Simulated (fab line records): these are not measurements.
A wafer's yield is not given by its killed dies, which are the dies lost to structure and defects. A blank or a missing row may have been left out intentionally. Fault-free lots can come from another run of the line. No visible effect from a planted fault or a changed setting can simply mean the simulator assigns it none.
Struck lot and sound lot, side by side :: flow berkeley_cmos170 :: 13 steps out of a route of 331
Sound: these wafers, L199.1, L199.3, L199.6. Wafers struck: L188.2, L188.3, L188.5. The cause is given at the end.
Each step with rows lists, per side, the tool, then ch with its chambers, then its first start. Under that, the readings that differ: sound wafers :: struck wafers :: difference of the means :: sigmas: that difference in standard deviations of wafers without a fault.
alike: a reading whose means differ by less than 2 such deviations, as well as words and numbers matching on both sides. not compared: withheld readings; readings where some wafer has no value; bounds like >300 that might hide an equal value; numbers whose values overlap and for which the record gives no deviation.
A row with sigmas, a row that says differs or no value, or rows on one side alone: a step with any of these is where the two part. Numbers that don't overlap but have no deviation are shown without sigmas and don't part them. A reading missing from all wafers of one side parts the sides only when that side holds two or more wafers.

UCB170_START_BOW_MEAS_00:
  struck on film_metro-02, day 3 12:01; sound on film_metro-02, day 5 19:00
  alike: INCOMING_BOW
then, 2 steps without rows for these wafers: UCB170_START_CLEAN_01 (cleans in dHF, time 60 s); UCB170_START_OXIDATION_02 (target thk 20 nm, ox time 1800 s).
UCB170_START_THK_MEAS_03:
  struck on film_metro-01, day 3 14:14; sound on film_metro-04, day 5 23:21
  alike: START_OXIDE_THK
then, 4 steps without rows for these wafers: UCB170_START_ANNEAL_04 (time 1200 s); UCB170_ZERO_HMDS_00 (prime time 60 s); UCB170_ZERO_COAT_01 (resist thk 900 nm); UCB170_ZERO_SOFTBAKE_02 (time 60 s).
UCB170_ZERO_EXPOSE_03: exposes mask PM MARKS, target cd 4000 nm.
  struck on krf_scanner-01, day 3 20:07; sound on krf_scanner-02 ch 0, day 6 04:58
  no value came back on the struck wafers for exposure_dose_mJ_cm2, focus_offset_nm (nm); on the sound wafers exposure_dose_mJ_cm2 reads 30.020 30.000 29.990
  alike: mask
then, 2 steps without rows for these wafers: UCB170_ZERO_PEB_04; UCB170_ZERO_DEVELOP_05 (develop time 45 s).
UCB170_ZERO_ETCH_06: etches SiO2 in CHF3/CF4/Ar, time 12 s.
  sound on rie_diel-01 ch 1,2,3, day 6 05:33; struck on rie_diel-01 ch 0,3, day 3 20:32
reading: oes_product_au (a.u.)
sound: 0.620 0.623 0.631
struck: 0.382 0.376 0.382
difference: -0.245
sigmas: -26
  alike: drypump_motor_current_A, throttle_valve_pct
  not compared: rf_hours_counter_h
UCB170_ZERO_STRIP_07: strips in O2.
  sound on plasma_asher-03 ch 0,1, day 6 05:34; struck on plasma_asher-03 ch 0,1, day 3 20:33
  alike: drypump_motor_current_A, oes_product_au, strip_time_to_endpoint_s
  not compared: rf_hours_counter_h

## WHERE THEY PART
First at UCB170_ZERO_EXPOSE_03; last, within this record, at UCB170_ZERO_ETCH_06. Later steps at which nothing parts them and some readings are alike: UCB170_ZERO_STRIP_07.

WHY: whatever the simulator had introduced
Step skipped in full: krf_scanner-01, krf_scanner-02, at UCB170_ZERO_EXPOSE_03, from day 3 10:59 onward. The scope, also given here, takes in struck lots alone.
